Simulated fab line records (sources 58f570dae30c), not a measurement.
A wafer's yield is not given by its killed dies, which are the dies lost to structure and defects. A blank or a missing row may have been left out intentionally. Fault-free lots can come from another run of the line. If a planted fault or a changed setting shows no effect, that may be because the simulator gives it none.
Which tool did it?    flow berkeley_cmos170    13 lots, 38 wafers sampled, at 3 steps of a route of 331

WHAT EACH GAUGE READ, for each wafer
UCB170_V1_CD_MEAS_90: the cd target is 700 nm. Usual: cd_nm 699.5 nm, standard deviation 1.6.
lot   measured      on         cd_nm (nm)               flag
L621  day 9 01:03   cd_sem-01  702.9 701.6 700.0        
L620  day 9 01:23   cd_sem-02  701.2 698.8 700.3        
L622  day 9 06:47   cd_sem-01  699.9 697.8 700.7        
L623  day 9 13:05   cd_sem-02  700.0 699.8 698.6        
L625  day 9 14:31   cd_sem-01  696.4 695.7 696.4        
L624  day 9 16:04   cd_sem-01  698.7 698.5 698.8        
L626  day 9 16:12   cd_sem-01  700.2 697.9 697.6        
L627  day 10 02:26  cd_sem-01  700.6 699.6 701.4        
L633  day 11 03:17  cd_sem-02  697.7 710.0 697.5 710.3  
L632  day 11 04:06  cd_sem-01  697.8 698.5 697.6        
L639  day 12 09:58  cd_sem-02  701.2 698.6 698.9        
L643  day 13 14:47  cd_sem-01  699.0 697.9 699.5        
L642  day 13 17:28  cd_sem-01  696.8 696.8 696.6        

EACH LOT AND THE TOOL THAT RAN IT (in order: tool; ch and the chambers of the sampled wafers; start)
lot   UCB170_V1_ETCH_14                   UCB170_V1_STRIP_15
L621  rie_diel-01 ch 1,2, day 9 00:46     plasma_asher-02 ch 0,1, day 9 00:57
L620  rie_diel-04 ch 0,2, day 9 01:06     plasma_asher-03 ch 0,1, day 9 01:17
L622  rie_diel-02 ch 0,1, day 9 06:31     plasma_asher-03 ch 1, day 9 06:41
L623  rie_diel-02 ch 0,3, day 9 12:45     plasma_asher-03 ch 0,1, day 9 12:58
L625  rie_diel-04 ch 1,2,3, day 9 14:15   plasma_asher-04 ch 0,1, day 9 14:25
L624  rie_diel-04 ch 1,2, day 9 15:47     plasma_asher-02 ch 0, day 9 15:58
L626  rie_diel-02 ch 0,1, day 9 15:50     plasma_asher-04 ch 0,1, day 9 16:01
L627  rie_diel-01 ch 0,1,3, day 10 02:08  plasma_asher-04 ch 0,1, day 10 02:19
L633  rie_diel-01 ch 0,3, day 11 02:59    plasma_asher-02 ch 0,1, day 11 03:11
L632  rie_diel-04 ch 1,2, day 11 03:49    plasma_asher-03 ch 0,1, day 11 04:00
L639  rie_diel-02 ch 0,2,3, day 12 09:41  plasma_asher-02 ch 0,1, day 12 09:52
L643  rie_diel-04 ch 0,1,3, day 13 14:28  plasma_asher-04 ch 0,1, day 13 14:41
L642  rie_diel-01 ch 0,2, day 13 17:07    plasma_asher-04 ch 0,1, day 13 17:22
- UCB170_V1_ETCH_14: etches SiO2 in CHF3/CF4/Ar, stops on Al, target depth 1250 nm, time 291 s.
- UCB170_V1_STRIP_15: strips in O2.

WHAT THE TOOLS THEMSELVES READ (means of the sampled wafers that have a number; where no wafer has one, the mark that the record gives instead)
UCB170_V1_ETCH_14. Usual: chamber_pressure_mTorr 200.01 mTorr, standard deviation 0.2; drypump_motor_current_A 5.6 A, standard deviation 0.34; oes_product_au 0.875 a.u., standard deviation 0.017; rf_fwd_power_W 697.8 W, standard deviation 2.3; throttle_valve_pct 7.01 %, standard deviation 0.15.
lot   tool         chamber_pressure_mTorr (mTorr)  drypump_motor_current_A (A)  oes_product_au (a.u.)  rf_fwd_power_W (W)  throttle_valve_pct (%)  flag
L621  rie_diel-01  200.04                          5.7                          0.873                  697.2               7.21                    
L620  rie_diel-04  200.19                          5.7                          0.861                  699.2               7.05                    
L622  rie_diel-02  199.87                          5.8                          0.873                  698.1               6.89                    
L623  rie_diel-02  200.16                          5.3                          0.883                  697.9               6.90                    
L625  rie_diel-04  199.95                          5.8                          0.857                  696.4               7.07                    
L624  rie_diel-04  199.71                          5.9                          0.861                  697.2               7.04                    
L626  rie_diel-02  199.80                          6.0                          0.861                  698.7               6.95                    
L627  rie_diel-01  200.03                          5.4                          0.889                  697.3               6.98                    
L633  rie_diel-01  199.92                          5.5                          0.883                  941.8               6.87                    OFF
L632  rie_diel-04  200.00                          5.9                          0.862                  699.7               7.03                    
L639  rie_diel-02  200.02                          5.5                          0.885                  697.8               6.94                    
L643  rie_diel-04  200.01                          5.6                          0.862                  698.2               7.05                    
L642  rie_diel-01  200.07                          5.8                          0.870                  698.9               7.16                    

UCB170_V1_STRIP_15. Usual: chamber_pressure_mTorr 3500 mTorr, standard deviation 3.3; drypump_motor_current_A 5.7 A, standard deviation 0.31; oes_product_au 0.721 a.u., standard deviation 0.0045; strip_time_to_endpoint_s 15.33 s, standard deviation 0.1.
lot   tool             chamber_pressure_mTorr (mTorr)  drypump_motor_current_A (A)  oes_product_au (a.u.)  strip_time_to_endpoint_s (s)  flag
L621  plasma_asher-02  3498                            5.9                          0.723                  15.16                         
L620  plasma_asher-03  3501                            5.3                          0.724                  15.34                         
L622  plasma_asher-03  3500                            5.5                          0.722                  15.33                         
L623  plasma_asher-03  3499                            5.4                          0.723                  15.32                         
L625  plasma_asher-04  3500                            5.8                          0.719                  15.44                         
L624  plasma_asher-02  3500                            6.1                          0.722                  15.35                         
L626  plasma_asher-04  3498                            5.8                          0.722                  15.29                         
L627  plasma_asher-04  3499                            5.9                          0.719                  15.25                         
L633  plasma_asher-02  3498                            5.8                          0.720                  14.30                         OFF
L632  plasma_asher-03  3500                            5.4                          0.724                  15.38                         
L639  plasma_asher-02  3503                            5.9                          0.719                  15.36                         
L643  plasma_asher-04  3497                            5.8                          0.722                  15.35                         
L642  plasma_asher-04  3501                            5.8                          0.721                  15.43                         

THE ANSWER, worked out from the rows above alone
Rule: a lot counts as off when the mean over its wafers that have a number is more than 3 standard deviations away from the usual mean. Also off: a lot with no number at a reading for which 4 or more lots have one. Any other lot the step has rows for is counted as sound. Order of review: gauges by route order, followed by the tools' own readings, for which a lot's mean as printed above is used. At the first step where some lot is off, the reading lying furthest off is the one used; lots without a number count as furthest.
Off, at UCB170_V1_ETCH_14 on rf_fwd_power_W: L633.
If a tool, at that step or one of the process steps before it, ran each lot that is off and ran no sound lot following the first of them, it fits. None of those tried fits.

WHAT WAS PUT IN BY THE SIMULATOR
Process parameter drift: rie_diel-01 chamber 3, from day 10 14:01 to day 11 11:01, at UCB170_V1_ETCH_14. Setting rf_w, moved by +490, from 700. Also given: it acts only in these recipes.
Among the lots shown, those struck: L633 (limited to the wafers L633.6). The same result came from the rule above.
